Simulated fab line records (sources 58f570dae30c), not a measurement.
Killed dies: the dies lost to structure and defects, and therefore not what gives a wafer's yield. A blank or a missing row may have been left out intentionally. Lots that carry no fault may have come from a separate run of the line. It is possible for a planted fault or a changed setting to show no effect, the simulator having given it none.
One fault through the eyes of 2 desks :: flow berkeleyCmos170 :: each desk has only its own numbers; what lay behind them comes last

== AT THE METROLOGY DESK ==
What the gauges read for every lot (on any tool): the sampled wafers with a number, averaged. Marked OUT: a lot whose mean sits more than 4 standard deviations from the usual mean, which makes it out of limits; the brackets give that distance.
Columns: A = PWELL_OVL at UCB170_PWELL_OVL_MEAS_13, usual 1 nm; B = PWELL_TW at UCB170_PWELL_TW_MEAS_17, usual 379.1; C = ACTIVE_OVL at UCB170_ACTIVE_OVL_MEAS_14, usual -3 nm
lot: L397
first seen here: day 2 19:57
A: -2
B: 377.7
C: -2

lot: L398
first seen here: day 2 20:11
A: 6
B: 381.0
C: -1

lot: L399
first seen here: day 3 07:07
A: 0
B: 376.3
C: -5

lot: L400
first seen here: day 3 17:07
A: 1
B: 378.1
C: -1

lot: L402
first seen here: day 4 02:34
A: 5
B: 377.2
C: -2

lot: L401
first seen here: day 4 02:47
A: -4
B: 384.3
C: -3

lot: L407
first seen here: day 5 07:49
A: -0
B: 378.4
C: -0

lot: L410
first seen here: day 5 14:49
A: 4
B: 379.2
C: -7

lot: L413
first seen here: day 6 14:33
A: 1
B: 377.8
C: -5

lot: L415
first seen here: day 6 21:19
A: 7
B: 377.1
C: -13

lot: L416
first seen here: day 7 03:00
A: -4
B: 379.4
C: 3

lot: L417
first seen here: day 7 10:40
A: -4
B: 379.5
C: 0

lot: L419
first seen here: day 7 11:11
A: 1
B: 379.3
C: -11

lot: L420
first seen here: day 8 00:54
A: -2
B: 378.6
C: -3
Finding of this desk: none of the 14 lots has anything out of limits.

== THE TOOL OWNER'S DESK: rieDiel-04 ==
The tool's own readings at UCB170_PWELL_ETCH_14 (etches Si3N4 in CH3F/Ar/O2, stops on SiO2, target depth 242 nm, time 151 s): means of the sampled wafers that have a number, for each lot that ran on this tool. Marked OUT: a lot whose mean sits more than 4 standard deviations from the usual mean, which makes it out of limits; the brackets give that distance.
Columns: A = CH3F_flow_sccm at UCB170_PWELL_ETCH_14, usual 19.99 sccm; B = drypumpMotorCurrentA at UCB170_PWELL_ETCH_14, usual 5.6 A; C = oesProductAu at UCB170_PWELL_ETCH_14, usual 0.942 a.u.; D = rfFwdPowerW at UCB170_PWELL_ETCH_14, usual 448.0 W; E = throttleValvePct at UCB170_PWELL_ETCH_14, usual 7.99 %
lot: L402
first seen here: day 4 02:35
A: 19.97
B: 5.6
C: 0.932
D: 449.6
E: 7.96

lot: L407
first seen here: day 5 07:50
A: 19.99
B: 5.6
C: 0.911
D: 389.6 (-45) OUT
E: 7.86

lot: L410
first seen here: day 5 14:51
A: 20.01
B: 5.2
C: 0.881 (-4.1) OUT
D: 328.7 (-92) OUT
E: 7.91
This desk finds L407, L410 out of limits, L407 being first, at day 5 07:50 (rfFwdPowerW at UCB170_PWELL_ETCH_14). L402: within limits.

== PUT TOGETHER ==
The tool owner's desk could have raised an alarm at day 5 07:50, on L407, L410.
Nothing out of limits was seen by the metrology desk.
The metrology desk has L407, L410 on record, within its limits.
On rieDiel-04, each named lot ran UCB170_PWELL_ETCH_14.

== WHAT HAD BEEN PUT IN BY THE SIMULATOR ==
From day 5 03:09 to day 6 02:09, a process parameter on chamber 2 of rieDiel-04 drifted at UCB170_PWELL_ETCH_14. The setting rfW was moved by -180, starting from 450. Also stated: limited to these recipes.
Lots struck among those shown: L407, L410.
Each desk's first reading out of limits, in hours after the fault started: the tool owner's desk, 5.
